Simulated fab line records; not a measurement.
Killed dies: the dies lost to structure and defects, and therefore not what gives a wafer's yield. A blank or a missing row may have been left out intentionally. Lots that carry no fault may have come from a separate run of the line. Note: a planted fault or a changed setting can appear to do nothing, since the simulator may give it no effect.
fab line records	flow ritCmos
[record] lots = 14	wafers = 42	lastDay = 7
route steps=202 shown NLDD@112 NSD@140 PSD@152 CONTACT@181 M1@193
lots that met no fault: from a run of the same line without faults
startH: start of the lot's first displayed wafer, in hours after the record's first day	waitH: hours elapsed since this lot's preceding step	" the same as in the row above	L1.1+2: one row covering several wafers at once	- no value present, or no start provided	* or withheld: withheld	< > ~ a bound
route shown NAME@n: NAME is a module with steps in the file, n the number in the route of the first one	usual: mean/standard deviation of fault-free wafers	same: alike in all rows	chamber/n: place in a boat	sites: readings site by site	_std_site: the values' standard deviation	_edge_site: mean of outer sites minus mean of inner sites	radiusMm: how far each site lies from the wafer's centre	mask NAME#n: copy n	behind: the last tool/chamber to shape the wafer	hold: why the lot went on hold/how many hours it stayed there/how the hold came to an end	device: transistor that didn't switch, given as n, p or np	end of line: the route-end tests of the same wafers	a step without rows: its recipe alone	killed: dies lost to structure and defects at the first sort, not the wafer's yield	map: per-die view of a wafer (x killed, . not killed, _ where there is no die)
set.NAME: the setting as run; set.NAME@STEP: as run at that earlier step	model.NAME: the simulator's own value behind a step, which no gauge read
a sample of lots followed through the steps of the route, with each step as a table and each wafer as a row
services: a tool's chamber out of use, with start hour (startH, from the record's first day; less than 0 if before it), hours out, and reason
[[steps]]
[step RIT_NLDD_STRIP_09]
[recipe] chemistry = O2	timeS = 180	resist = NOVOLAK	platenTempC = withheld	powerW = 500	pressureMtorr = 4000	o2FlowSccm = 4000
[usual] chamberPressureMTorr = 4000/3.4	drypumpMotorCurrentA = 5.8/0.35	rfReflPowerW = 7.6/1.4
lot.wafer	tool	chamber	startH	waitH	chamberPressureMTorr	drypumpMotorCurrentA	rfHoursCounterH	rfReflPowerW
L155.1	plasmaAsher-01	0	42.34	0.1	3998	5.5	39	8.1
L155.4	"	0	"	"	3996	5.5	-	8.1
L155.5	"	0	"	"	4003	5.6	-	8.4
L158.1	plasmaAsher-01	0	59.09	0.1	4001	5.6	41	8.1
L158.3	"	0	"	"	4000	5.5	-	8.7
L158.5	"	1	"	"	3993	5.9	-	8.2
L159.1	plasmaAsher-01	1	62.69	0.1	4000	5.9	41	8.4
L159.2	"	0	"	"	3998	5.6	41	7.8
L159.3	"	1	"	"	4000	5.9	-	8.3
L160.1	plasmaAsher-03	1	67.64	0.1	3997	6.1	44	7.6
L160.3	"	0	"	"	3998	5.1	-	7.0
L160.5	"	0	"	"	3999	5.1	-	7.1
L161.4	plasmaAsher-03	1	71.37	0.1	4002	6.1	-	7.5
L161.5	"	0	"	"	3994	5.1	-	6.9
L161.6	"	1	"	"	4002	6.1	-	7.6
L162.1	plasmaAsher-04	0	78.60	0.1	4002	5.9	44	9.8
L162.2	"	1	"	"	3994	6.2	44	4.8
L162.5	"	1	"	"	4008	6.3	-	4.8
L163.3	plasmaAsher-01	1	87.37	0.1	4002	5.9	-	8.2
L163.4	"	0	"	"	3999	5.5	-	7.7
L163.6	"	1	"	"	4001	5.9	-	8.2
L164.1	plasmaAsher-03	1	91.18	0.1	4005	6.1	46	7.5
L164.3	"	0	"	"	4005	5.1	-	7.0
L164.5	"	1	"	"	4004	6.1	-	7.7
L172.2	plasmaAsher-04	1	133.71	0.1	3999	6.3	1	5.1
L172.4	"	1	"	"	4001	6.3	-	4.9
L172.6	"	1	"	"	3998	6.2	-	5.0
L173.2	plasmaAsher-03	1	136.12	0.1	4005	6.1	51	7.6
L173.3	"	0	"	"	3996	5.1	-	6.8
L173.4	"	1	"	"	4002	6.1	-	7.6
L174.4	plasmaAsher-04	0	139.34	0.1	3996	5.9	-	10.2
L174.5	"	0	"	"	4002	5.9	-	9.9
L174.6	"	1	"	"	4002	6.3	-	4.8
L175.2	plasmaAsher-01	0	144.11	0.1	4000	5.5	51	7.8
L175.4	"	0	"	"	4003	5.6	-	7.9
L175.5	"	1	"	"	3999	5.9	-	8.4
L176.3	plasmaAsher-01	0	148.58	0.1	4002	5.6	-	7.8
L176.4	"	1	"	"	3995	5.9	-	8.1
L176.5	"	1	"	"	3992	5.9	-	8.1
L178.2	plasmaAsher-04	0	156.59	0.1	4001	5.9	4	9.7
L178.5	"	0	"	"	4003	5.9	-	9.9
L178.6	"	1	"	"	3998	6.2	-	4.9
[step RIT_NSD_STRIP_09]
[recipe] chemistry = O2	timeS = 180	resist = NOVOLAK	platenTempC = withheld	powerW = 500	pressureMtorr = 4000	o2FlowSccm = 4000
[usual] chamberPressureMTorr = 4000/3.8	drypumpMotorCurrentA = 5.7/0.49	rfReflPowerW = 7.0/1.4
lot.wafer	tool	chamber	startH	waitH	chamberPressureMTorr	drypumpMotorCurrentA	rfHoursCounterH	rfReflPowerW
L155.1	plasmaAsher-04	0	47.97	0.1	4003	5.9	41	10.2
L155.4	"	1	"	"	3997	6.3	-	4.8
L155.5	"	0	"	"	4013	5.9	-	9.9
L158.1	plasmaAsher-02	1	64.68	0.1	4003	5.1	26	5.4
L158.3	"	1	"	"	3997	5.1	-	5.5
L158.5	"	1	"	"	4000	5.1	-	5.4
L159.1	plasmaAsher-04	1	68.48	0.1	4002	6.2	43	4.8
L159.2	"	0	"	"	4001	5.9	43	10.1
L159.3	"	1	"	"	4006	6.3	-	4.8
L160.1	plasmaAsher-02	1	73.11	0.1	4001	5.1	27	5.3
L160.3	"	0	"	"	4002	6.2	-	7.5
L160.5	"	0	"	"	3999	6.1	-	7.0
L161.4	plasmaAsher-02	1	77.84	0.1	3992	5.1	-	5.6
L161.5	"	0	"	"	3993	6.1	-	7.5
L161.6	"	1	"	"	4004	5.1	-	5.2
L162.1	plasmaAsher-02	1	85.01	0.1	3998	5.1	28	5.5
L162.2	"	0	"	"	4000	6.2	28	7.4
L162.5	"	0	"	"	4001	6.1	-	7.2
L163.3	plasmaAsher-02	1	93.95	0.1	4001	5.1	-	5.4
L163.4	"	0	"	"	3995	6.1	-	7.3
L163.6	"	0	"	"	3998	6.1	-	7.5
L164.1	plasmaAsher-03	0	97.71	0.1	4000	5.2	46	6.9
L164.3	"	0	"	"	4005	5.1	-	7.2
L164.5	"	0	"	"	3997	5.1	-	7.3
L172.2	plasmaAsher-03	0	139.05	0.1	-	-	-	-
L172.4	"	0	"	"	-	-	-	-
L172.6	"	0	"	"	-	-	-	-
L173.2	plasmaAsher-02	0	142.56	0.1	-	-	-	-
L173.3	"	0	"	"	-	-	-	-
L173.4	"	1	"	"	-	-	-	-
L174.4	plasmaAsher-03	0	147.34	0.1	4001	5.1	-	7.0
L174.5	"	1	"	"	3995	6.1	-	7.6
L174.6	"	0	"	"	3999	5.1	-	6.9
L175.2	plasmaAsher-03	1	150.63	0.1	4000	6.1	52	7.7
L175.4	"	1	"	"	4000	6.1	-	7.5
L175.5	"	0	"	"	4002	5.1	-	6.8
L176.3	plasmaAsher-03	1	155.08	0.1	3997	6.1	-	7.7
L176.4	"	0	"	"	3995	5.2	-	6.9
L176.5	"	1	"	"	3998	6.1	-	7.6
L178.2	plasmaAsher-03	1	163.05	0.1	4006	6.1	54	7.6
L178.5	"	0	"	"	3995	5.1	-	7.1
L178.6	"	1	"	"	4004	6.1	-	7.5
[step RIT_PSD_TW_MEAS_10]
[usual] PSD_TW = 3446/26
lot.wafer	tool	chamber	startH	waitH	hold	PSD_TW
L155.1	filmMetro-01	-	49.57	0.1	-	3418
L155.4	"	-	"	"	-	3433
L155.5	"	-	"	"	-	3426
L158.1	filmMetro-03	-	66.35	0.1	-	3417
L158.3	"	-	"	"	-	3417
L158.5	"	-	"	"	-	3417
L159.1	filmMetro-01	-	70.20	0.1	-	3419
L159.2	"	-	"	"	-	3427
L159.3	"	-	"	"	-	3426
L160.1	filmMetro-01	-	74.83	0.1	-	3417
L160.3	"	-	"	"	-	3409
L160.5	"	-	"	"	-	3396
L161.4	filmMetro-04	-	79.53	0.1	-	3479
L161.5	"	-	"	"	-	3487
L161.6	"	-	"	"	-	3484
L162.1	filmMetro-01	-	86.73	0.1	-	3437
L162.2	"	-	"	"	-	3403
L162.5	"	-	"	"	-	3400
L163.3	filmMetro-04	-	95.51	0.1	-	3478
L163.4	"	-	"	"	-	3470
L163.6	"	-	"	"	-	3468
L164.1	filmMetro-03	-	99.31	0.1	-	3421
L164.3	"	-	"	"	-	3431
L164.5	"	-	"	"	-	3422
L172.2	filmMetro-01	-	140.78	0.1	awaitDispo/0.2h/release	30
L172.4	"	-	"	"	awaitDispo/0.2h/release	30
L172.6	"	-	"	"	awaitDispo/0.2h/release	30
L172.2	filmMetro-01	-	141.00	0.2	-	30
L172.4	"	-	"	"	-	30
L172.6	"	-	"	"	-	30
L173.2	filmMetro-01	-	144.16	0.1	awaitDispo/0.2h/release	30
L173.3	"	-	"	"	awaitDispo/0.2h/release	30
L173.4	"	-	"	"	awaitDispo/0.2h/release	30
L173.2	filmMetro-01	-	144.39	0.2	-	30
L173.3	"	-	"	"	-	30
L173.4	"	-	"	"	-	30
L174.4	filmMetro-01	-	148.91	0.1	-	3438
L174.5	"	-	"	"	-	3443
L174.6	"	-	"	"	-	3451
L175.2	filmMetro-03	-	152.35	0.1	-	3423
L175.4	"	-	"	"	-	3407
L175.5	"	-	"	"	-	3404
L176.3	filmMetro-04	-	156.64	0.1	-	3471
L176.4	"	-	"	"	-	3472
L176.5	"	-	"	"	-	3482
L178.2	filmMetro-04	-	164.78	0.1	-	3461
L178.5	"	-	"	"	-	3453
L178.6	"	-	"	"	-	3475
[step RIT_CONTACT_CD_MEAS_90]
[recipe] targetCdNm = 1000
[usual] cdNm = 1000.3/2.2
lot.wafer	tool	chamber	startH	waitH	cdNm
L155.1	cdSem-01	-	52.97	0.1	996.2
L155.4	"	-	"	"	997.9
L155.5	"	-	"	"	999.0
L158.1	cdSem-01	-	69.63	0.1	999.4
L158.3	"	-	"	"	1000.3
L158.5	"	-	"	"	999.3
L159.1	cdSem-02	-	73.64	0.1	1005.4
L159.2	"	-	"	"	1006.2
L159.3	"	-	"	"	1003.6
L160.1	cdSem-02	-	78.41	0.1	998.8
L160.3	"	-	"	"	998.4
L160.5	"	-	"	"	998.0
L161.4	cdSem-01	-	82.82	0.1	1002.4
L161.5	"	-	"	"	999.9
L161.6	"	-	"	"	1001.1
L162.1	cdSem-01	-	90.09	0.1	997.4
L162.2	"	-	"	"	997.3
L162.5	"	-	"	"	998.3
L163.3	cdSem-01	-	98.77	0.1	1003.9
L163.4	"	-	"	"	1000.7
L163.6	"	-	"	"	1002.3
L164.1	cdSem-02	-	102.73	0.1	1000.6
L164.3	"	-	"	"	999.0
L164.5	"	-	"	"	999.5
L174.4	cdSem-01	-	152.48	0.1	1001.2
L174.5	"	-	"	"	1000.8
L174.6	"	-	"	"	1002.9
L175.2	cdSem-01	-	156.08	0.1	999.0
L175.4	"	-	"	"	997.3
L175.5	"	-	"	"	1000.2
L176.3	cdSem-01	-	160.13	0.1	1003.0
L176.4	"	-	"	"	1002.3
L176.5	"	-	"	"	1001.1
L178.2	cdSem-01	-	168.23	0.1	995.6
L178.5	"	-	"	"	998.4
L178.6	"	-	"	"	997.8
[step RIT_M1_CD_MEAS_09]
[recipe] targetCdNm = 2600
[usual] cdNm = 2599.1/2.1
lot.wafer	tool	chamber	startH	waitH	cdNm
L155.1	cdSem-01	-	54.92	-	2601.4
L155.4	"	-	"	"	2600.6
L155.5	"	-	"	"	2599.3
L158.1	cdSem-02	-	71.59	-	2596.4
L158.3	"	-	"	"	2596.7
L158.5	"	-	"	"	2598.6
L159.1	cdSem-02	-	75.48	-	2597.2
L159.2	"	-	"	"	2599.7
L159.3	"	-	"	"	2599.9
L160.1	cdSem-01	-	80.36	-	2598.2
L160.3	"	-	"	"	2598.3
L160.5	"	-	"	"	2600.9
L161.4	cdSem-01	-	84.64	-	2601.0
L161.5	"	-	"	"	2603.6
L161.6	"	-	"	"	2602.6
L162.1	cdSem-02	-	91.92	-	2600.1
L162.2	"	-	"	"	2601.0
L162.5	"	-	"	"	2599.4
L163.3	cdSem-02	-	100.72	-	2602.2
L163.4	"	-	"	"	2600.9
L163.6	"	-	"	"	2598.9
L164.1	cdSem-01	-	104.67	-	2601.1
L164.3	"	-	"	"	2600.6
L164.5	"	-	"	"	2601.1
L174.4	cdSem-02	-	154.47	-	2597.8
L174.5	"	-	"	"	2597.3
L174.6	"	-	"	"	2596.2
L175.2	cdSem-02	-	158.01	-	2593.6
L175.4	"	-	"	"	2597.8
L175.5	"	-	"	"	2593.3
L176.3	cdSem-02	-	161.95	-	2599.3
L176.4	"	-	"	"	2595.3
L176.5	"	-	"	"	2597.4
L178.2	cdSem-02	-	170.30	-	2597.8
L178.5	"	-	"	"	2597.1
L178.6	"	-	"	"	2599.8
[step RIT_M1_PROBE_99]
[usual] defectLimitedYield = 97.5/1.2	killed_at_M0_to_M3 = 0.0/0.12	killedAtContacts = 0.1/0.23	killedAtFrontEnd = 7/3	killedDies = 7/3.1	killedOnRim = 1.9/1.5	killedOpen = 3.3/2.1	killedShort = 3.3/2	sort_bin_3_pad_short = 0.1/0.22	sort_bin_5_function = 1.4/0.8	sort_bin_6_memory = 1.0/0.65	sortNPass = 257/3.1	sortYieldPct = 97.5/1.2
[same] grossDies = 264	killed_at_M4_up = 0	killedAtBackSide = 0	killedAtOther = 0
lot.wafer	tool	chamber	startH	waitH	defectLimitedYield[%]	killed_at_M0_to_M3	killedAtContacts	killedAtFrontEnd	killedDies	killedOnRim	killedOpen	killedShort	sort_bin_3_pad_short[%]	sort_bin_5_function[%]	sort_bin_6_memory[%]	sortNPass	sortYieldPct[%]
L155.1	prober-02	-	58.67	0.1	95.5	0	0	12	12	4	7	5	0	1.9	2.7	252	95.5
L155.4	prober-02	-	58.82	0.2	96.2	0	0	10	10	2	2	8	0.4	3.0	0.4	254	96.2
L155.5	prober-02	-	58.87	0.2	95.1	0	0	13	13	3	9	4	0.4	1.9	2.7	251	95.1
L158.1	prober-01	-	74.29	0.1	95.5	0	0	12	12	3	3	9	0	3.8	0.8	252	95.5
L158.3	prober-01	-	74.39	0.2	97.7	0	0	6	6	1	1	5	0	1.1	1.1	258	97.7
L158.5	prober-01	-	74.49	0.2	95.8	0	0	11	11	1	7	4	0	2.3	1.9	253	95.8
L159.1	prober-02	-	78.15	0.1	98.9	0	0	3	3	1	2	1	0	0.4	0.8	261	98.9
L159.2	prober-02	-	78.20	0.1	99.2	0	0	2	2	0	0	2	0	0.8	0	262	99.2
L159.3	prober-02	-	78.25	0.2	99.6	1	0	0	1	0	0	1	0	0.4	0	263	99.6
L160.1	prober-01	-	83.82	0.1	97.0	0	0	8	8	2	2	6	0	2.3	0.8	256	97.0
L160.3	prober-01	-	83.92	0.2	96.6	0	0	9	9	4	3	6	0.4	1.5	1.5	255	96.6
L160.5	prober-01	-	84.02	0.2	95.8	0	0	11	11	2	5	6	0.4	1.9	1.9	253	95.8
L161.4	prober-02	-	92.46	0.2	93.9	0	1	15	16	4	9	7	0.4	4.5	1.1	248	93.9
L161.5	prober-02	-	92.51	0.2	95.8	0	0	11	11	6	9	2	0	2.7	1.5	253	95.8
L161.6	prober-02	-	92.56	0.2	98.5	0	0	4	4	0	2	2	0	0.4	1.1	260	98.5
L162.1	prober-01	-	95.12	0.1	97.3	0	0	7	7	3	5	2	0.4	1.5	0.8	257	97.3
L162.2	prober-01	-	95.17	0.1	98.1	0	0	5	5	0	3	2	0	1.5	0.4	259	98.1
L162.5	prober-01	-	95.32	0.2	98.5	0	0	4	4	1	2	2	0	0.8	0.8	260	98.5
L163.3	prober-02	-	106.48	0.2	96.6	0	0	9	9	2	5	4	0	1.9	1.5	255	96.6
L163.4	prober-02	-	106.53	0.2	98.5	0	0	4	4	3	3	1	0	0.8	0.8	260	98.5
L163.6	prober-02	-	106.63	0.2	97.7	0	0	6	6	4	4	2	0	1.9	0.4	258	97.7
L164.1	prober-01	-	107.88	0.1	98.1	0	0	5	5	2	2	3	0.4	0.8	0.8	259	98.1
L164.3	prober-01	-	107.98	0.2	97.3	0	0	7	7	1	2	5	0	1.1	1.5	257	97.3
L164.5	prober-01	-	108.08	0.2	97.7	0	0	6	6	0	2	4	0	1.9	0.4	258	97.7
L174.4	prober-01	-	157.34	0.2	97.7	0	0	6	6	3	2	4	0.4	1.9	0	258	97.7
L174.5	prober-01	-	157.39	0.2	97.7	0	0	6	6	3	4	2	0	1.1	1.1	258	97.7
L174.6	prober-01	-	157.44	0.2	96.2	0	0	10	10	4	2	8	0.4	2.7	0.8	254	96.2
L175.2	prober-02	-	165.10	0.1	97.3	0	1	6	7	2	2	5	0.4	1.1	1.1	257	97.3
L175.4	prober-02	-	165.20	0.2	98.1	0	0	5	5	1	2	3	0.4	1.1	0.4	259	98.1
L175.5	prober-02	-	165.25	0.2	98.5	0	0	4	4	0	1	3	0	0.4	1.1	260	98.5
L176.3	prober-01	-	165.15	0.2	96.6	0	0	9	9	5	4	5	0.4	2.7	0.4	255	96.6
L176.4	prober-01	-	165.20	0.2	97.3	0	0	7	7	1	4	3	0	1.9	0.8	257	97.3
L176.5	prober-01	-	165.25	0.2	97.7	0	0	6	6	3	5	1	0	1.5	0.8	258	97.7
L178.2	prober-01	-	172.99	0.1	99.6	0	0	1	1	0	1	0	0	0	0.4	263	99.6
L178.5	prober-01	-	173.14	0.2	97.3	0	0	7	7	2	6	1	0	1.5	1.1	257	97.3
L178.6	prober-01	-	173.19	0.2	98.1	0	0	5	5	1	3	2	0.4	0.8	0.8	259	98.1
// killed by level:class
L155.1 GATE:geometricParticle:open=3 REOX:geometricParticle:short=2 SILICIDE:geometricParticle:open=2 SILICIDE:geometricParticle:short=2 FOX1:geometricParticle:open=1 FOX1:geometricParticle:short=1 REOX:geometricParticle:open=1
L155.4 FOX1:geometricParticle:short=5 FOX1:geometricParticle:open=2 GATE:geometricParticle:short=2 SILICIDE:geometricParticle:short=1
L155.5 GATE:geometricParticle:open=3 REOX:geometricParticle:open=2 FOX1:geometricParticle:short=1 FOX1:geometricParticle:open=1 FOX2:geometricParticle:open=1 REOX:geometricParticle:short=1 SPACER:geometricParticle:short=1 SPACER:geometricParticle:open=1
L158.1 REOX:geometricParticle:short=3 GATE:geometricParticle:open=2 GATE:geometricParticle:short=2 SPACER:geometricParticle:short=2 FOX1:geometricParticle:short=1 REOX:geometricParticle:open=1 SILICIDE:geometricParticle:short=1
L158.3 GATE:geometricParticle:short=3 FOX1:geometricParticle:short=2 SILICIDE:geometricParticle:open=1
L158.5 GATE:geometricParticle:short=3 SILICIDE:geometricParticle:open=3 SPACER:geometricParticle:open=2 FOX1:geometricParticle:open=1 FOX2:geometricParticle:open=1 SPACER:geometricParticle:short=1
L159.1 FOX1:geometricParticle:open=2 GATE:geometricParticle:short=1
L159.2 FOX1:geometricParticle:short=1 GATE:geometricParticle:short=1
L159.3 M1:geometricParticle:short=1
L160.1 GATE:geometricParticle:short=4 ACTIVE:geometricParticle:open=1 REOX:geometricParticle:short=1 SPACER:geometricParticle:short=1 SILICIDE:geometricParticle:open=1
L160.3 GATE:geometricParticle:short=3 REOX:geometricParticle:short=2 FOX1:geometricParticle:short=1 GATE:geometricParticle:open=1 SPACER:geometricParticle:open=1 SILICIDE:geometricParticle:open=1
L160.5 FOX1:geometricParticle:open=4 GATE:geometricParticle:short=2 SILICIDE:geometricParticle:short=2 FOX1:geometricParticle:short=1 GATE:geometricParticle:open=1 SPACER:geometricParticle:short=1
L161.4 FOX2:geometricParticle:open=4 SILICIDE:geometricParticle:open=4 REOX:geometricParticle:short=2 SILICIDE:geometricParticle:short=2 FOX2:geometricParticle:short=1 GATE:geometricParticle:short=1 GATE:geometricParticle:open=1 CONTACT:geometricParticle:short=1
L161.5 REOX:geometricParticle:open=4 FOX1:geometricParticle:open=3 SILICIDE:geometricParticle:open=2 FOX1:geometricParticle:short=1 SILICIDE:geometricParticle:short=1
L161.6 FOX1:geometricParticle:open=2 FOX1:geometricParticle:short=1 FOX2:geometricParticle:short=1
L162.1 GATE:geometricParticle:open=2 SPACER:geometricParticle:open=2 FOX1:geometricParticle:open=1 SPACER:geometricParticle:short=1 SILICIDE:geometricParticle:short=1
L162.2 SILICIDE:geometricParticle:open=2 GATE:geometricParticle:open=1 GATE:geometricParticle:short=1 SILICIDE:geometricParticle:short=1
L162.5 FOX1:geometricParticle:short=1 GATE:geometricParticle:short=1 REOX:geometricParticle:open=1 SPACER:geometricParticle:open=1
L163.3 REOX:geometricParticle:open=4 GATE:geometricParticle:short=2 SILICIDE:geometricParticle:short=2 SILICIDE:geometricParticle:open=1
L163.4 GATE:geometricParticle:open=2 SPACER:geometricParticle:short=1 SILICIDE:geometricParticle:open=1
L163.6 REOX:geometricParticle:open=2 GATE:geometricParticle:short=1 SPACER:geometricParticle:open=1 SPACER:geometricParticle:short=1 SILICIDE:geometricParticle:open=1
L164.1 FOX1:geometricParticle:short=1 FOX1:geometricParticle:open=1 GATE:geometricParticle:short=1 REOX:geometricParticle:short=1 REOX:geometricParticle:open=1
L164.3 REOX:geometricParticle:short=2 FOX1:geometricParticle:short=1 FOX2:geometricParticle:short=1 REOX:geometricParticle:open=1 SPACER:geometricParticle:short=1 SPACER:geometricParticle:open=1
L164.5 FOX1:geometricParticle:short=2 FOX1:geometricParticle:open=1 GATE:geometricParticle:short=1 SPACER:geometricParticle:open=1 SPACER:geometricParticle:short=1
L174.4 SILICIDE:geometricParticle:short=3 GATE:geometricParticle:short=1 SILICIDE:geometricParticle:open=1 REOX:geometricParticle:open=1
L174.5 GATE:geometricParticle:open=2 SPACER:geometricParticle:open=2 FOX1:geometricParticle:short=1 GATE:geometricParticle:short=1
L174.6 FOX1:geometricParticle:short=4 SPACER:geometricParticle:short=2 GATE:geometricParticle:short=1 SPACER:geometricParticle:open=1 SILICIDE:geometricParticle:open=1 SILICIDE:geometricParticle:short=1
L175.2 REOX:geometricParticle:short=2 GATE:geometricParticle:open=1 GATE:geometricParticle:short=1 SILICIDE:geometricParticle:open=1 SILICIDE:geometricParticle:short=1 CONTACT:geometricParticle:short=1
L176.3 GATE:geometricParticle:open=3 GATE:geometricParticle:short=3 FOX1:geometricParticle:open=1 FOX1:geometricParticle:short=1 SILICIDE:geometricParticle:short=1
L175.4 REOX:geometricParticle:short=2 SPACER:geometricParticle:open=2 SPACER:geometricParticle:short=1
L176.4 SPACER:geometricParticle:open=2 SILICIDE:geometricParticle:short=2 GATE:geometricParticle:open=1 REOX:geometricParticle:short=1 SILICIDE:geometricParticle:open=1
L175.5 SILICIDE:geometricParticle:short=2 FOX1:geometricParticle:open=1 FOX2:geometricParticle:short=1
L176.5 FOX2:geometricParticle:open=2 REOX:geometricParticle:open=2 REOX:geometricParticle:short=1 SILICIDE:geometricParticle:open=1
L178.2 FOX1:geometricParticle:open=1
L178.5 FOX2:geometricParticle:open=2 FOX2:geometricParticle:short=1 GATE:geometricParticle:open=1 REOX:geometricParticle:open=1 SPACER:geometricParticle:open=1 SILICIDE:geometricParticle:open=1
L178.6 FOX1:geometricParticle:open=1 FOX1:geometricParticle:short=1 FOX2:geometricParticle:short=1 GATE:geometricParticle:open=1 SILICIDE:geometricParticle:open=1
[[services]]
tool	chamber	startH	hours	kind
plasmaAsher-02	-	25.15	1.0	repair
plasmaAsher-04	-	71.89	1.8	repair
plasmaAsher-03	-	86.78	4.0	pm
plasmaAsher-04	-	108.75	9.0	pm
plasmaAsher-04	0	108.75	9.0	ventCycle
plasmaAsher-04	1	108.75	9.0	ventCycle
plasmaAsher-04	0	117.75	-	clean
plasmaAsher-04	1	117.75	-	clean
plasmaAsher-04	-	126.51	5.2	repair
plasmaAsher-04	-	157.55	14.6	pm
[[key]]
[firstSign] step = RIT_NSD_STRIP_09	reading = toolRecord	direction = missing
[effect] step = RIT_PSD_TW_MEAS_10	reading = visit	direction = added
[effect] step = RIT_PSD_TW_MEAS_10	reading = PSD_TW	direction = down	sigmas = 99+	usual = 3446	struck = 30
metAt RIT_NSD_STRIP_09
struckLots L172,L173
scrappedBehind RIT_PSD_TW_MEAS_10 L172.2,L172.4,L172.6,L173.2,L173.3,L173.4
notActingAt RIT_NLDD_STRIP_09,RIT_CONTACT_CD_MEAS_90,RIT_M1_CD_MEAS_09
onsetBetween 97.71 139.05
[fault] kind = skippedStepWhole	tool = plasmaAsher-02,plasmaAsher-03	chamber = -	onsetH = 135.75	steps = RIT_NSD_STRIP_09	scope = struckLotsOnly
